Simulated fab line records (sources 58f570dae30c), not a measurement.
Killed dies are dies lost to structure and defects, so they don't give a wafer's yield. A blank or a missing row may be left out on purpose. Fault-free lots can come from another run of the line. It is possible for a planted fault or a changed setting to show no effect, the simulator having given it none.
What tool caused it?	flow berkeley-cmos170	14 lots with 42 wafers sampled at 5 steps, on a route of 331 steps

## WHAT EACH GAUGE READ, for each wafer
UCB170_PSD_CD_MEAS_06: the cd target is 1200 nm. Usual: cd-nm reads 1199.7 nm (standard deviation 1.3).
lot	measured	on	cd-nm (nm)	flag
L415	day 7 01:16	cd-sem-01	1200.1 1200.4 1200.4	
L413	day 7 01:28	cd-sem-02	1198.8 1199.3 1199.7	
L414	day 7 01:46	cd-sem-02	1199.1 1200.0 1199.5	
L416	day 7 05:24	cd-sem-02	1199.7 1198.7 1198.8	
L418	day 7 17:14	cd-sem-02	1201.8 1201.2 1202.9	
L419	day 7 17:31	cd-sem-01	1198.8 1199.2 1200.0	
L424	day 8 18:22	cd-sem-02	1195.4 1194.1 1195.7 1196.0 1193.5 1195.2	OFF
L423	day 8 18:38	cd-sem-02	1199.8 1199.2 1199.9	
L421	day 8 19:11	cd-sem-01	1194.0 1195.3 1194.9 1194.0 1195.4 1194.4	OFF
L427	day 9 08:40	cd-sem-02	1198.9 1199.8 1199.5	
L430	day 9 21:32	cd-sem-01	1202.2 1201.3 1200.9	
L432	day 10 01:53	cd-sem-02	1199.5 1199.1 1199.0	
L431	day 10 04:34	cd-sem-01	1199.3 1197.9 1197.3	
L434	day 10 21:29	cd-sem-01	1200.5 1200.6 1200.2	

UCB170_V1_OVL_MEAS_13. Usual: V1_OVL typically reads -2 nm, with standard deviation 6.6.
lot	measured	on	V1_OVL (nm)	flag
L415	day 7 20:14	overlay-01	6 6 -8	
L413	day 7 20:21	overlay-02	-3 -5 -8	
L414	day 7 21:14	overlay-02	-4 -9 -15	
L416	day 7 23:45	overlay-02	-8 -9 -1	
L418	day 8 15:16	overlay-02	3 1 -8	
L419	day 8 15:59	overlay-02	3 2 2	
L424	day 9 13:59	overlay-02	-3 11 -8	
L423	day 9 13:52	overlay-01	2 5 2	
L421	day 9 15:36	overlay-01	-15 -3 -10	
L427	day 10 09:41	overlay-02	-8 -4 -4	
L430	day 10 15:25	overlay-01	-16 -6 -7	
L432	day 10 20:37	overlay-01	-3 4 -10	
L431	day 10 23:59	overlay-01	8 -6 -9	
L434	day 11 17:36	overlay-01	0 0 -8	

## TOOL THAT RAN EACH LOT (tool first, then ch and the chambers of the sampled wafers, then the start)
lot	UCB170_GATE_STRIP_16	UCB170_PSD_SOFTBAKE_02	UCB170_V1_CVD_00
L415	plasma-asher-04 ch 0,1, day 6 14:11	litho-track-03 ch 0, day 7 00:34	pecvd-04 ch 0,1, day 7 17:01
L413	plasma-asher-01 ch 0,1, day 6 14:20	litho-track-02 ch 0, day 7 00:34	pecvd-01 ch 0,2, day 7 17:01
L414	plasma-asher-04 ch 0,1, day 6 14:25	litho-track-01 ch 0, day 7 00:53	pecvd-03 ch 1,2, day 7 17:08
L416	plasma-asher-04 ch 0,1, day 6 20:17	litho-track-01 ch 0, day 7 04:32	pecvd-01 ch 0,1,2, day 7 20:47
L418	plasma-asher-02 ch 0,1, day 7 07:04	litho-track-02 ch 0, day 7 16:28	pecvd-01 ch 0,1, day 8 12:53
L419	plasma-asher-02 ch 0,1, day 7 08:38	litho-track-01 ch 0, day 7 16:51	pecvd-03 ch 0,2, day 8 13:02
L424	plasma-asher-04 ch 0,1, day 8 09:22	litho-track-03 ch 0, day 8 17:29	pecvd-03 ch 0,1, day 9 11:05
L423	plasma-asher-02 ch 0,1, day 8 09:35	litho-track-02 ch 0, day 8 17:29	pecvd-01 ch 0,1,2, day 9 09:45
L421	plasma-asher-02 ch 0,1, day 8 09:56	litho-track-03 ch 0, day 8 17:56	pecvd-01 ch 0,2, day 9 13:13
L427	plasma-asher-02 ch 0,1, day 8 21:33	litho-track-01 ch 0, day 9 08:08	pecvd-04 ch 0,1, day 10 07:37
L430	plasma-asher-01 ch 0,1, day 9 08:47	litho-track-02 ch 0, day 9 20:14	pecvd-01 ch 0,1,2, day 10 12:27
L432	plasma-asher-04 ch 0,1, day 9 16:53	litho-track-01 ch 0, day 10 01:08	pecvd-01 ch 0,2, day 10 18:37
L431	plasma-asher-02 ch 0,1, day 9 17:09	litho-track-02 ch 0, day 10 03:50	pecvd-01 ch 0,1,2, day 10 21:11
L434	plasma-asher-01 ch 0,1, day 10 10:10	litho-track-01 ch 0, day 10 20:56	pecvd-04 ch 0,2, day 11 15:32
- UCB170_GATE_STRIP_16: strips in O2.
- UCB170_PSD_SOFTBAKE_02: time 60 s.
- UCB170_V1_CVD_00: deposits SiO2 from TEOS/O2, target thk 2000 nm, time 250 s.

## WHAT THE TOOLS THEMSELVES READ (means of the sampled wafers that have a number; where no wafer has one, the mark that the record gives instead)
UCB170_GATE_STRIP_16. Usual: chamber-pressure-mTorr 3500 mTorr, standard deviation 5.4; drypump-motor-current-A 5.6 A, standard deviation 0.5; oes-product-au 0.725 a.u., standard deviation 0.0043.
lot	tool	chamber-pressure-mTorr (mTorr)	drypump-motor-current-A (A)	oes-product-au (a.u.)	flag
L415	plasma-asher-04	3501	5.9	0.727	
L413	plasma-asher-01	3500	5.6	0.724	
L414	plasma-asher-04	3504	5.6	0.723	
L416	plasma-asher-04	3496	5.9	0.728	
L418	plasma-asher-02	3501	5.2	0.723	
L419	plasma-asher-02	3497	5.6	0.726	
L424	plasma-asher-04	3496	5.9	0.721	
L423	plasma-asher-02	3500	5.6	0.723	
L421	plasma-asher-02	3499	5.6	0.724	
L427	plasma-asher-02	3502	5.2	0.729	
L430	plasma-asher-01	3502	5.6	0.721	
L432	plasma-asher-04	3498	5.9	0.725	
L431	plasma-asher-02	3500	5.2	0.724	
L434	plasma-asher-01	3502	5.5	0.725	

UCB170_PSD_SOFTBAKE_02. Usual: heater-power-total-W 56.80 W, standard deviation 0.049; plate-temp-C 129.98 C, standard deviation 0.13.
lot	tool	heater-power-total-W (W)	plate-temp-C (C)	flag
L415	litho-track-03	56.77	130.01	
L413	litho-track-02	56.86	130.03	
L414	litho-track-01	56.82	129.84	
L416	litho-track-01	56.76	129.92	
L418	litho-track-02	56.76	129.97	
L419	litho-track-01	56.79	129.91	
L424	litho-track-03	55.63	127.97	OFF
L423	litho-track-02	56.80	129.95	
L421	litho-track-03	55.60	127.82	OFF
L427	litho-track-01	56.79	129.92	
L430	litho-track-02	56.87	130.06	
L432	litho-track-01	56.81	130.09	
L431	litho-track-02	56.88	129.96	
L434	litho-track-01	56.84	130.03	

UCB170_V1_CVD_00. Usual: heater-power-w 268 W, standard deviation 51; rf-fwd-power-W 548.4 W, standard deviation 1.7.
lot	tool	heater-power-w (W)	rf-fwd-power-W (W)	flag
L415	pecvd-04	288	549.5	
L413	pecvd-01	312	548.8	
L414	pecvd-03	231	548.0	
L416	pecvd-01	275	548.8	
L418	pecvd-01	258	548.8	
L419	pecvd-03	265	547.8	
L424	pecvd-03	246	548.2	
L423	pecvd-01	281	549.5	
L421	pecvd-01	272	548.2	
L427	pecvd-04	290	548.7	
L430	pecvd-01	283	547.8	
L432	pecvd-01	310	548.6	
L431	pecvd-01	264	547.6	
L434	pecvd-04	251	550.3	

## THE ANSWER, worked out from the rows above alone
Rule: take the mean of a lot's wafers that have a number; if it is more than 3 standard deviations from the usual mean, the lot is off. Also off: a lot with no number at a reading for which 4 or more lots have one. Where the step has rows for the other lots, those lots are counted as sound. Order of review: gauges by route order, followed by the tools' own readings, for which a lot's mean as printed above is used. At the first step where some lot is off, the reading lying furthest off is the one used; lots without a number count as furthest.
Off at UCB170_PSD_CD_MEAS_06 (cd-nm): L424, L421.
A tool fits if, at a process step before that reading, it ran every lot that is off, and no sound lot after the first of them. Not tried: the gauges at UCB170_PSD_CD_MEAS_06; whatever is off there is also off at UCB170_PSD_SOFTBAKE_02, on other tools, and gauge error can't account for it. One fits: litho-track-03 at UCB170_PSD_SOFTBAKE_02. A fault onset in the window from L415 (day 7 00:34, its last sound lot) to L424 (day 8 17:29, its first lot off) fits.
The tool's own readings at UCB170_PSD_SOFTBAKE_02 bear it out: on the lots that are off they differ by more than 5 times the standard deviation of the sound lots' means. heater-power-total-W reads 55.62 W there against 56.81 W on the sound lots; plate-temp-C reads 127.89 C there against 129.97 C on the sound lots.

## WHAT HAD BEEN PUT IN BY THE SIMULATOR
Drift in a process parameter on litho-track-03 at UCB170_PSD_SOFTBAKE_02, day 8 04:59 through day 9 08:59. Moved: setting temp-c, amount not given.
Lots struck among those shown: L424, L421. This agrees with what the rule above found.
